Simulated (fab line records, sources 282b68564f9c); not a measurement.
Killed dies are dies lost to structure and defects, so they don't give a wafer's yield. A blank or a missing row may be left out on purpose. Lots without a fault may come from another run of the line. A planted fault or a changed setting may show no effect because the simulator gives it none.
Which tool did it? | flow rit_cmos | 6 lots, 18 wafers sampled, at 2 steps of a route of 202

WHAT THE GAUGES READ, wafer by wafer
RIT_M1_RS_MEAS_01: measures by four-point-probe.
lot  | measured    | on            | M1_AL_RS (ohm/sq)
L993 | day 5 00:29 | film_metro-03 | 0.0734 0.0739 0.0730
L996 | day 6 02:19 | film_metro-01 | 0.0737 0.0724 0.0737
L100 | day 6 02:46 | film_metro-01 | 0.0708 0.0715 0.0709
L102 | day 6 12:49 | film_metro-03 | 0.0726 0.0721 0.0731
L104 | day 6 23:51 | film_metro-02 | 0.0726 0.0723 0.0725
L109 | day 7 11:05 | film_metro-03 | 0.0850 0.0714 0.0844

WHICH TOOL RAN EACH LOT (tool, then ch and the chambers of the sampled wafers, then the start)
lot  | RIT_M1_SPUTTER_00
L993 | pvd_sputter-04, day 5 00:08
L996 | pvd_sputter-04, day 6 01:58
L100 | pvd_sputter-03, day 6 02:29
L102 | pvd_sputter-03, day 6 12:31
L104 | pvd_sputter-02, day 6 23:33
L109 | pvd_sputter-02, day 7 10:46
- RIT_M1_SPUTTER_00: material Al, target thk 400 nm, time 500 s.

THE ANSWER, worked out from the rows above alone
Rule: what is usual is taken from the lots themselves. Put in order of their means at a reading, lots are off if they are a third of the lots or fewer, leave a main group of 4 or more, and stand apart from it by a gap of 3 or more times the standard deviation of the main group's means; of several such gaps the widest counts. A main group whose means are all the same, to the digits that the tables above print for the reading, isn't used. A lot without any number at a reading at which 4 lots or more have one is off too. The other lots that the step has rows for count as sound.
Off: L109, at RIT_M1_RS_MEAS_01 (M1_AL_RS). The main group: mean 0.0726 ohm/sq, standard deviation 0.00084.
A tool fits if, at a process step before that reading, it ran every lot that is off, and no sound lot after the first of them. The gauges at RIT_M1_RS_MEAS_01 are tried like those tools. Can't be told from this: 2 tools fit, pvd_sputter-02 at RIT_M1_SPUTTER_00, film_metro-03 at RIT_M1_RS_MEAS_01.

WHAT THE SIMULATOR HAD PUT IN
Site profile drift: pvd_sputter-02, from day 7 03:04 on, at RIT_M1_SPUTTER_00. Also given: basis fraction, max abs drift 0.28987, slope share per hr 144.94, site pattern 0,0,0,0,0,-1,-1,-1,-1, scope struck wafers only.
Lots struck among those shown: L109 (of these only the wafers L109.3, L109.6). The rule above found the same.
